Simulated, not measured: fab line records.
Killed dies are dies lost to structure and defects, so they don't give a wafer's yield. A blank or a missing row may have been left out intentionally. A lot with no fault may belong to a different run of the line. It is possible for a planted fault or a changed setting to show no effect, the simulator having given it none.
The tool behind it: which one? -- flow ritCmos -- 14 lots with 42 wafers sampled at 5 steps, on a route of 202 steps

== WHAT THE GAUGES SHOWED, per wafer ==
RIT_ACTIVE_THK_MEAS_02.
lot,measured,on,ACTIVE_OXIDE_THK (nm)
L366,day 1 13:17,filmMetro-04,44.8 45.1 44.0
L367,day 1 17:04,filmMetro-04,43.6 43.5 43.9
L369,day 2 03:04,filmMetro-02,41.8 42.0 42.4
L371,day 2 13:29,filmMetro-02,44.1 43.7 43.1
L372,day 2 19:09,filmMetro-01,43.6 42.8 43.5
L375,day 3 10:38,filmMetro-02,44.0 44.5 43.7
L377,day 3 19:03,filmMetro-04,45.0 45.1 45.1
L378,day 4 00:17,filmMetro-02,43.3 42.8 43.2
L379,day 4 07:17,filmMetro-02,42.8 43.1 42.6
L380,day 4 10:04,filmMetro-04,44.7 42.5 43.6
L381,day 4 17:28,filmMetro-01,43.7 42.4 43.3
L387,day 5 22:02,filmMetro-02,44.5 44.9 44.9
L388,day 6 02:58,filmMetro-02,43.5 44.3 44.5
L389,day 6 07:04,filmMetro-04,46.1 46.1 46.1

RIT_ACTIVE_CD_MEAS_11: target cd 1400 nm.
lot,measured,on,cdNm (nm)
L366,day 1 15:48,cdSem-01,1403.4 1404.3 1403.5
L367,day 1 20:10,cdSem-01,1402.1 1402.1 1401.5
L369,day 2 05:35,cdSem-01,1398.2 1397.7 1398.4
L371,day 2 15:53,cdSem-01,1401.5 1401.7 1401.2
L372,day 2 22:27,cdSem-01,1403.2 1403.4 1401.8
L375,day 3 13:01,cdSem-02,1405.1 1403.8 1402.7
L377,day 3 21:34,cdSem-01,1402.2 1399.4 1400.6
L378,day 4 02:49,cdSem-01,1398.4 1399.5 1400.7
L379,day 4 10:31,cdSem-01,1398.4 1396.9 1395.6
L380,day 4 12:36,cdSem-01,1328.5 1330.6 1328.1
L381,day 4 20:07,cdSem-01,1331.5 1329.4 1332.7
L387,day 6 01:17,cdSem-01,1402.1 1402.1 1400.3
L388,day 6 05:31,cdSem-02,1398.0 1397.1 1394.9
L389,day 6 09:33,cdSem-01,1402.7 1402.4 1401.3

RIT_PWELL_OVL_MEAS_06.
lot,measured,on,PWELL_OVL (nm)
L366,day 1 23:25,overlay-02,-2.4 -2.1 -2.5
L367,day 2 04:16,overlay-01,-1.4 -3.9 -1.2
L369,day 2 14:18,overlay-02,-2.9 -2.2 -3.1
L371,day 3 00:11,overlay-01,0.3 -0.7 -0.9
L372,day 3 06:15,overlay-02,-2.1 -0.9 -2.8
L375,day 3 20:33,overlay-02,-1.0 -0.6 -0.2
L377,day 4 07:37,overlay-01,0.0 0.0 -0.1
L378,day 4 12:05,overlay-02,0.2 -1.2 1.2
L379,day 4 20:38,overlay-01,0.5 -0.5 -1.3
L380,day 4 23:38,overlay-01,-1.0 -1.8 -1.1
L381,day 5 03:30,overlay-02,-3.2 -2.8 -2.7
L387,day 6 09:18,overlay-02,-2.3 -4.2 -4.3
L388,day 6 13:01,overlay-02,-0.3 -0.8 -0.6
L389,day 6 20:34,overlay-01,1.5 2.1 0.3

RIT_CONTACT_OVL_MEAS_09.
lot,measured,on,CONTACT_OVL (nm)
L366,day 3 04:20,overlay-01,1.1 0.1 1.2
L367,day 3 12:50,overlay-02,-1.5 -1.3 -2.1
L369,day 4 01:51,overlay-01,0.1 -1.7 -0.2
L371,day 4 08:59,overlay-01,3.2 3.5 1.9
L372,day 4 18:23,overlay-02,-0.6 0.2 -0.2
L375,day 5 03:26,overlay-01,0.2 -1.2 0.3
L377,day 5 15:59,overlay-02,-2.9 -0.9 -2.1
L378,day 5 21:43,overlay-02,-0.3 1.7 -0.9
L379,day 6 01:46,overlay-02,-2.9 -3.1 -1.9
L380,day 6 07:53,overlay-01,-0.6 -0.8 -1.3
L381,day 6 13:10,overlay-01,0.0 -0.8 1.9
L387,day 7 14:39,overlay-01,-0.1 -0.8 -0.5
L388,day 7 20:10,overlay-01,-1.8 -2.0 -2.7
L389,day 8 03:06,overlay-01,1.7 0.2 1.3

== EACH LOT AND THE TOOL THAT RAN IT (in order: tool; ch and the chambers of the sampled wafers; start) ==
lot,RIT_ACTIVE_COAT_06
L366,"lithoTrack-02 ch 0, day 1 14:59"
L367,"lithoTrack-02 ch 0, day 1 19:28"
L369,"lithoTrack-03 ch 0, day 2 04:46"
L371,"lithoTrack-03 ch 0, day 2 15:11"
L372,"lithoTrack-01 ch 0, day 2 21:43"
L375,"lithoTrack-03 ch 0, day 3 12:20"
L377,"lithoTrack-02 ch 0, day 3 20:44"
L378,"lithoTrack-01 ch 0, day 4 02:00"
L379,"lithoTrack-01 ch 0, day 4 09:41"
L380,"lithoTrack-03 ch 0, day 4 11:47"
L381,"lithoTrack-03 ch 0, day 4 19:10"
L387,"lithoTrack-01 ch 0, day 6 00:28"
L388,"lithoTrack-01 ch 0, day 6 04:42"
L389,"lithoTrack-02 ch 0, day 6 08:47"
- RIT_ACTIVE_COAT_06: resist thk 1000 nm.

== AS READ BY THE TOOLS THEMSELVES (means over the sampled wafers that have a number; for cases with no such wafer, the mark the record gives instead) ==
The record holds no such reading with a usual standard deviation.

== THE ANSWER, worked out from the rows above alone ==
Rule: usual is defined by the lots themselves. The widest of any qualifying gaps counts: lots, ordered by their means at a reading, are off when they make up no more than a third of the lots, leave a main group of 4 or more, and stand apart from it by 3 or more times the standard deviation of that group's means. A main group whose means are all the same, to the digits that the tables above print for the reading, isn't used. Also off: a lot with no number at a reading for which 4 or more lots have one. All remaining lots with rows at the step are treated as sound. First the gauges in route order, then the tools' own readings, where a lot's mean is used as printed above. At the first step where some lot is off, the reading lying furthest off is the one used; lots without a number count as furthest.
Off, at RIT_ACTIVE_CD_MEAS_11 on cdNm: L380, L381. Mean 1400.8 nm and standard deviation 2.4 in the main group.
A tool fits if, at a process step before that reading, it ran every lot that is off, and no sound lot after the first of them. Gauges at RIT_ACTIVE_CD_MEAS_11: tried the same way as those tools. One fits: RIT_ACTIVE_COAT_06 on lithoTrack-03. Its last sound lot is L375 (day 3 12:20), its first lot that is off L380 (day 4 11:47): a fault that began between those two fits.

== WHAT THE SIMULATOR HAD INSERTED ==
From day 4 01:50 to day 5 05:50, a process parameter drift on lithoTrack-03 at RIT_ACTIVE_COAT_06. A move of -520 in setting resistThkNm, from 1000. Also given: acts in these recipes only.
Shown lots that were struck: L380, L381. The rule above found the same.
